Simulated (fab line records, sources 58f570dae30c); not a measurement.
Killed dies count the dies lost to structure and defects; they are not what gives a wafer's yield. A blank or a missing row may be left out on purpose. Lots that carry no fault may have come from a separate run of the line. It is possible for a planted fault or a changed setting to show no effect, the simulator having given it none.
Which tool was responsible? | flow berkeleyCmos170 | 14 lots with 42 wafers sampled at 6 steps, on a route of 331 steps

## WHAT EACH GAUGE READ, for each wafer
UCB170_WELLDRIVE_THK_MEAS_02. Usual: WELLDRIVE_OXIDE_THK gives 200 nm (standard deviation 3.9).
lot  | measured    | on           | WELLDRIVE_OXIDE_THK (nm) | flag
L876 | day 4 10:42 | filmMetro-04 | 205 204 202              | 
L877 | day 4 10:43 | filmMetro-02 | 204 205 203              | 
L880 | day 5 08:23 | filmMetro-02 | 203 204 205              | 
L881 | day 5 08:23 | filmMetro-01 | 199 199 200              | 
L884 | day 5 13:23 | filmMetro-01 | 199 200 205              | 
L882 | day 5 13:23 | filmMetro-02 | 202 203 200              | 
L885 | day 6 01:49 | filmMetro-04 | 194 195 195              | 
L886 | day 6 01:50 | filmMetro-02 | 201 198 201              | 
L887 | day 6 13:27 | filmMetro-04 | 199 194 193              | 
L889 | day 6 18:48 | filmMetro-01 | 195 195 194              | 
L894 | day 8 01:20 | filmMetro-04 | 199 200 199              | 
L895 | day 8 01:23 | filmMetro-02 | 201 198 196              | 
L896 | day 8 01:23 | filmMetro-04 | 206 206 202              | 
L898 | day 9 03:11 | filmMetro-02 | 204 201 203              | 

UCB170_ACTIVE_CD_MEAS_90: target cd 1200 nm. Usual: cdNm reads 1199.7 nm (standard deviation 1.3).
lot  | measured     | on       | cdNm (nm)            | flag
L876 | day 5 09:58  | cdSem-02 | 1199.0 1198.6 1198.7 | 
L877 | day 5 09:31  | cdSem-01 | 1200.5 1200.0 1200.7 | 
L880 | day 6 09:11  | cdSem-02 | 1198.6 1197.1 1199.0 | 
L881 | day 6 09:27  | cdSem-01 | 1199.8 1200.1 1200.1 | 
L884 | day 6 15:12  | cdSem-01 | 1201.2 1200.8 1201.2 | 
L882 | day 6 14:55  | cdSem-02 | 1199.7 1198.7 1199.3 | 
L885 | day 7 00:47  | cdSem-01 | 1199.5 1198.8 1199.2 | 
L886 | day 7 00:44  | cdSem-02 | 1200.0 1198.0 1198.7 | 
L887 | day 7 13:01  | cdSem-01 | 1199.7 1200.5 1199.8 | 
L889 | day 7 12:47  | cdSem-01 | 1201.4 1201.2 1201.9 | 
L894 | day 9 09:27  | cdSem-02 | 1202.0 1201.8 1201.8 | 
L895 | day 9 09:43  | cdSem-02 | 1200.9 1200.4 1200.5 | 
L896 | day 9 09:20  | cdSem-02 | 1199.9 1200.0 1199.7 | 
L898 | day 10 03:41 | cdSem-02 | 1198.4 1198.3 1199.1 | 

UCB170_FIELD_THK_MEAS_90. Usual: FIELD_OXIDE_LEFT_1_THK gives 437 nm (standard deviation 14).
lot  | measured     | on           | FIELD_OXIDE_LEFT_1_THK (nm) | flag
L876 | day 6 06:53  | filmMetro-02 | 469 460 468                 | 
L877 | day 6 06:54  | filmMetro-04 | 451 453 451                 | 
L880 | day 7 04:56  | filmMetro-02 | 428 422 429                 | 
L881 | day 7 04:57  | filmMetro-04 | 416 410 411                 | 
L884 | day 7 10:17  | filmMetro-02 | 429 437 433                 | 
L882 | day 7 10:14  | filmMetro-03 | 426 433 417                 | 
L885 | day 8 01:50  | filmMetro-04 | 456 459 461                 | 
L886 | day 8 01:50  | filmMetro-02 | 445 440 444                 | 
L887 | day 8 21:55  | filmMetro-04 | 421 416 428                 | 
L889 | day 8 21:56  | filmMetro-03 | 422 432 425                 | 
L894 | day 10 04:42 | filmMetro-03 | 421 428 426                 | 
L895 | day 10 04:38 | filmMetro-04 | 425 426 426                 | 
L896 | day 10 04:38 | filmMetro-02 | 425 435 435                 | 
L898 | day 10 22:38 | filmMetro-04 | 446 452 452                 | 

UCB170_NLDD_TW_MEAS_11. Usual: NLDD_TW gives 2221 (standard deviation 16).
lot  | measured     | on           | NLDD_TW        | flag
L876 | day 8 06:35  | filmMetro-04 | 2243 2249 2239 | 
L877 | day 8 06:02  | filmMetro-01 | 2205 2214 2213 | 
L880 | day 9 18:05  | filmMetro-04 | 2217 2215 2205 | 
L881 | day 9 18:49  | filmMetro-04 | 2198 2213 2202 | 
L884 | day 9 19:18  | filmMetro-01 | 2198 2192 2200 | 
L882 | day 9 19:22  | filmMetro-04 | 2208 2214 2210 | 
L885 | day 10 06:33 | filmMetro-03 | 2222 2212 2219 | 
L886 | day 10 06:39 | filmMetro-01 | 2216 2219 2213 | 
L887 | day 10 22:19 | filmMetro-03 | 2334 2321 2318 | OFF
L889 | day 10 21:40 | filmMetro-04 | 2232 2237 2246 | 
L894 | day 12 04:41 | filmMetro-03 | 2325 2310 2319 | OFF
L895 | day 12 04:37 | filmMetro-04 | 2227 2230 2229 | 
L896 | day 12 04:58 | filmMetro-04 | 2223 2239 2244 | 
L898 | day 12 19:28 | filmMetro-04 | 2217 2234 2228 | 

UCB170_SDANNEAL_RS_MEAS_05: measures by four-point-probe. Usual: NLDD_RS gives 616.5 ohm/sq (standard deviation 1.4).
lot  | measured     | on           | NLDD_RS (ohm/sq)  | flag
L876 | day 8 23:05  | filmMetro-01 | 617.1 616.7 617.4 | 
L877 | day 8 23:06  | filmMetro-04 | 615.4 617.1 617.9 | 
L880 | day 10 09:37 | filmMetro-01 | 614.3 616.1 615.7 | 
L881 | day 10 09:05 | filmMetro-03 | 615.8 616.9 617.2 | 
L884 | day 10 09:23 | filmMetro-04 | 617.5 617.8 616.0 | 
L882 | day 10 10:05 | filmMetro-04 | 617.1 617.6 617.4 | 
L885 | day 10 19:14 | filmMetro-04 | 616.8 620.9 618.7 | 
L886 | day 10 19:04 | filmMetro-01 | 617.1 616.5 616.1 | 
L887 | day 11 10:49 | filmMetro-01 | 580.8 580.0 578.0 | OFF
L889 | day 11 10:32 | filmMetro-04 | 617.1 617.1 616.3 | 
L894 | day 12 17:04 | filmMetro-01 | 576.9 577.8 576.9 | OFF
L895 | day 12 16:35 | filmMetro-01 | 615.2 614.8 614.4 | 
L896 | day 12 17:04 | filmMetro-04 | 615.5 617.1 618.8 | 
L898 | day 13 12:11 | filmMetro-03 | 616.6 614.5 616.2 | 

## WHICH TOOL RAN EACH LOT (tool, then ch and the chambers of the sampled wafers, then the start)
lot  | UCB170_NLDD_IMPLANT_08
L876 | implanter-03 ch 0, day 8 06:11
L877 | implanter-03 ch 0, day 8 05:39
L880 | implanter-02 ch 0, day 9 17:41
L881 | implanter-04 ch 0, day 9 18:26
L884 | implanter-03 ch 0, day 9 18:52
L882 | implanter-04 ch 0, day 9 18:59
L885 | implanter-04 ch 0, day 10 06:09
L886 | implanter-03 ch 0, day 10 06:16
L887 | implanter-03 ch 0, day 10 21:56
L889 | implanter-04 ch 0, day 10 21:18
L894 | implanter-03 ch 0, day 12 04:17
L895 | implanter-04 ch 0, day 12 04:13
L896 | implanter-04 ch 0, day 12 04:34
L898 | implanter-04 ch 0, day 12 19:04
- UCB170_NLDD_IMPLANT_08

## WHAT THE TOOLS THEMSELVES READ (means of the sampled wafers that have a number; where no wafer has one, the mark that the record gives instead)
UCB170_NLDD_IMPLANT_08. Usual: beamEnergyKeV reads 29.999 (standard deviation 0.0093).
lot  | tool         | beamEnergyKeV | flag
L876 | implanter-03 | 29.993        | 
L877 | implanter-03 | 29.993        | 
L880 | implanter-02 | 29.995        | 
L881 | implanter-04 | 29.993        | 
L884 | implanter-03 | 29.996        | 
L882 | implanter-04 | 30.007        | 
L885 | implanter-04 | 29.990        | 
L886 | implanter-03 | 30.000        | 
L887 | implanter-03 | 40.507        | OFF
L889 | implanter-04 | 30.005        | 
L894 | implanter-03 | 40.498        | OFF
L895 | implanter-04 | 29.994        | 
L896 | implanter-04 | 30.006        | 
L898 | implanter-04 | 29.988        | 

## THE ANSWER, worked out from the rows above alone
Rule: a lot counts as off when the mean over its wafers that have a number is more than 3 standard deviations away from the usual mean. Also off: a lot with no number at a reading for which 4 or more lots have one. Where the step has rows for the other lots, those lots are counted as sound. After the gauges, taken in route order, come the tools' own readings; for these a lot's mean is taken, as printed above. The first step at which some lot is off is used, and at that step the reading that is off furthest; a lot without a number counts as furthest.
Off: L887, L894, seen at UCB170_NLDD_TW_MEAS_11 (NLDD_TW).
A tool fits if, at a process step before that reading, it ran every lot that is off, and no sound lot after the first of them. The gauges at UCB170_NLDD_TW_MEAS_11 aren't tried: what is off there is off at UCB170_SDANNEAL_RS_MEAS_05 too, on other tools, and a gauge's error can't cause that. One fits: implanter-03 at UCB170_NLDD_IMPLANT_08. A fault onset in the window from L886 (day 10 06:16, its last sound lot) to L887 (day 10 21:56, its first lot off) fits.
On the lots that are off, the tool's own readings at UCB170_NLDD_IMPLANT_08 differ by more than 5 times the standard deviation of the sound lots' means, which bears it out; beamEnergyKeV reads 40.502 there versus 29.997 on the sound lots.

## WHAT HAD BEEN PUT IN BY THE SIMULATOR
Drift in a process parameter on implanter-03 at UCB170_NLDD_IMPLANT_08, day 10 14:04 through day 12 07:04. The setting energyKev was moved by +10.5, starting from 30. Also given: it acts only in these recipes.
Shown lots that were struck: L887, L894. Same finding as the rule above.
